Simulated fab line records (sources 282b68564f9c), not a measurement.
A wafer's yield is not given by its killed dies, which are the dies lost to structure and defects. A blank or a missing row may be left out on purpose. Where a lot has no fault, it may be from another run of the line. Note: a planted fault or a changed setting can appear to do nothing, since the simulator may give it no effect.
Comparing a struck lot with a sound one | flow rit cmos | 28 steps out of a route of 202
Sound: these wafers, L487.2, L487.3, L487.6. Wafers struck: L504.2, L504.4, L504.6. The cause is named last.
Per side, at each step with rows, come the tool, then ch with its chambers, and then its first start. Under that, the readings that differ: sound wafers | struck wafers | difference of the means | sigmas: that difference in standard deviations of wafers without a fault.
alike: a reading whose means differ by less than 2 such deviations, as well as words and numbers matching on both sides. not compared: withheld readings; readings where some wafer has no value; bounds like >300 that might hide an equal value; numbers whose values overlap and for which the record gives no deviation.
The two part at a step that has a row with sigmas, a row that says differs or no value, or rows on one side only. Numbers that have no deviation but don't overlap get no sigmas and don't part them. A reading missing from all wafers of one side parts the sides only when that side holds two or more wafers.

RIT_ACTIVE_BOW_MEAS_00:
  sound on film metro-03, day 2 01:01; struck on film metro-01, day 5 14:01
  alike: INCOMING_BOW
RIT_ACTIVE_OXIDATION_01: target thk 46.8 nm, ox time 3360 s.
  sound on furnace-01 ch 0, day 2 02:40; struck on furnace-04 ch 0, day 5 14:40
  reading                                       | sound                | struck               | difference | sigmas
  spike tc centre C (C)                         | 1002.6 1001.1 1001.0 | 989.1 989.5 986.6    | -13.2      | -8
  spike tc load C (C)                           | 1024 1023 1023       | 1016 1015 1014       | -8         | -3
  tube center temp C (C)                        | 1000.1 1000.1 1000   | 988.06 987.95 987.93 | -12.09     | -99 or more
  tube_center_temp_C_max                        | 1002.1 1002.9 1002.3 | 989.9 991.0 990.2    | -12.1      | -29
  model.SiO2_of_ACTIVE_OXIDATION_01.thk nm (nm) | 45.87 45.19 45.82    | 41.68 41.67 41.64    | -3.96      |
RIT_ACTIVE_THK_MEAS_02:
  sound on film metro-02, day 2 04:37; struck on film metro-02, day 5 16:37
  reading               | sound          | struck         | difference | sigmas
  ACTIVE_OXIDE_THK (nm) | 45.9 45.2 45.8 | 41.6 41.7 41.6 | -4.0       | -5
then, 1 step without rows for these wafers: RIT_ACTIVE_CVD_03 (deposits Si3N4 from SiH2Cl2/NH3, target thk 150 nm, time 1500 s).
RIT_ACTIVE_THK_MEAS_04:
  sound on film metro-01, day 2 06:05; struck on film metro-02, day 5 18:49
  alike: ACTIVE_NITRIDE_THK
then, 6 steps without rows for these wafers: RIT_ACTIVE_HMDS_05 (prime time 60 s); RIT_ACTIVE_COAT_06 (resist thk 1000 nm); RIT_ACTIVE_SOFTBAKE_07 (time 60 s); RIT_ACTIVE_EXPOSE_08 (exposes mask M1, target cd 1400 nm); RIT_ACTIVE_PEB_09; RIT_ACTIVE_DEVELOP_10 (develop time 50 s).
RIT_ACTIVE_CD_MEAS_11: the cd target is 1400 nm.
  sound on cd sem-01, day 2 07:01; struck on cd sem-02, day 5 20:11
  alike: cd nm
then, 1 step without rows for these wafers: RIT_ACTIVE_HARDBAKE_12 (time 60 s).
RIT_ACTIVE_ETCH_13: etches Si3N4 in SF6, stops on SiO2, time 210 s, target depth 210 nm.
  sound on rie diel-03 ch 0,2, day 2 07:16; struck on rie diel-02 ch 0,3, day 5 20:41
  alike: chamber pressure mTorr, drypump motor current A, oes product au, throttle valve pct
  not compared: rf hours counter h
RIT_ACTIVE_STRIP_14: strips in O2, time 180 s.
  sound on plasma asher-01 ch 0,1, day 2 07:24; struck on plasma asher-01 ch 0,1, day 5 20:49
  alike: chamber pressure mTorr, drypump motor current A, rf refl power W
  not compared: rf hours counter h
RIT_ACTIVE_CD_MEAS_90: the cd target is 1400 nm.
  sound on cd sem-02, day 2 07:35; struck on cd sem-02, day 5 21:01
  alike: cd nm
then, 4 steps without rows for these wafers: RIT_ACTIVE_CLEAN_15 (cleans in SC1, time 600 s); RIT_ACTIVE_CLEAN_16 (cleans in dHF, time 30 s); RIT_ACTIVE_CLEAN_17 (cleans in SC2, time 600 s); RIT_FOX1_OXIDATION_00 (target thk 350.7 nm, ox time 1130 s).
RIT_FOX1_THK_MEAS_01:
  sound on film metro-04, day 2 11:03; struck on film metro-01, day 5 23:20
  alike: FOX1_OXIDE_THK
then, 2 steps without rows for these wafers: RIT_FOX1_WET_ETCH_02 (etches SiO2 in BOE, target depth 350 nm, time 390 s); RIT_FOX2_OXIDATION_00 (target thk 350.7 nm, ox time 1130 s).
RIT_FOX2_THK_MEAS_01:
  sound on film metro-02, day 2 15:30; struck on film metro-02, day 6 00:50
  alike: FOX2_OXIDE_THK
then, 1 step without rows for these wafers: RIT_FOX2_CLEAN_02 (cleans in dHF, time 180 s).
RIT_FOX2_WET_ETCH_03: etches Si3N4 in H3PO4, target depth 195 nm, time 2700 s.
  sound on wet bench-01 ch 1, day 2 15:37; struck on wet bench-01 ch 2, day 6 00:56
  reading                                       | sound             | struck            | difference | sigmas
  model.SiO2_of_ACTIVE_OXIDATION_01.thk nm (nm) | 40.87 40.26 40.84 | 37.03 36.02 37.01 | -3.97      |
  alike: bath guard temp C
RIT_FOX2_THK_MEAS_90:
  sound on film metro-04, day 2 16:23; struck on film metro-04, day 6 01:43
  alike: FIELD_OXIDE_LEFT_1_THK
RIT_M1_PROBE_99:
  sound on prober-02, day 5 02:46; struck on prober-01, day 7 20:26
  alike: killed at front end, killed dies, killed open, killed short

== WHERE THEY PART ==
Last at RIT_ACTIVE_THK_MEAS_02 as far as this record goes, first at RIT_ACTIVE_OXIDATION_01. Later steps at which nothing parts them and some readings are alike: RIT_ACTIVE_THK_MEAS_04, RIT_ACTIVE_CD_MEAS_11, RIT_ACTIVE_ETCH_13, RIT_ACTIVE_STRIP_14, RIT_ACTIVE_CD_MEAS_90, RIT_FOX1_THK_MEAS_01, RIT_FOX2_THK_MEAS_01, RIT_FOX2_WET_ETCH_03, RIT_FOX2_THK_MEAS_90, RIT_M1_PROBE_99.

WHY: whatever the simulator had introduced
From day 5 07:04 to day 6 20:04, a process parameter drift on furnace-04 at RIT_ACTIVE_OXIDATION_01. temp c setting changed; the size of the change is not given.
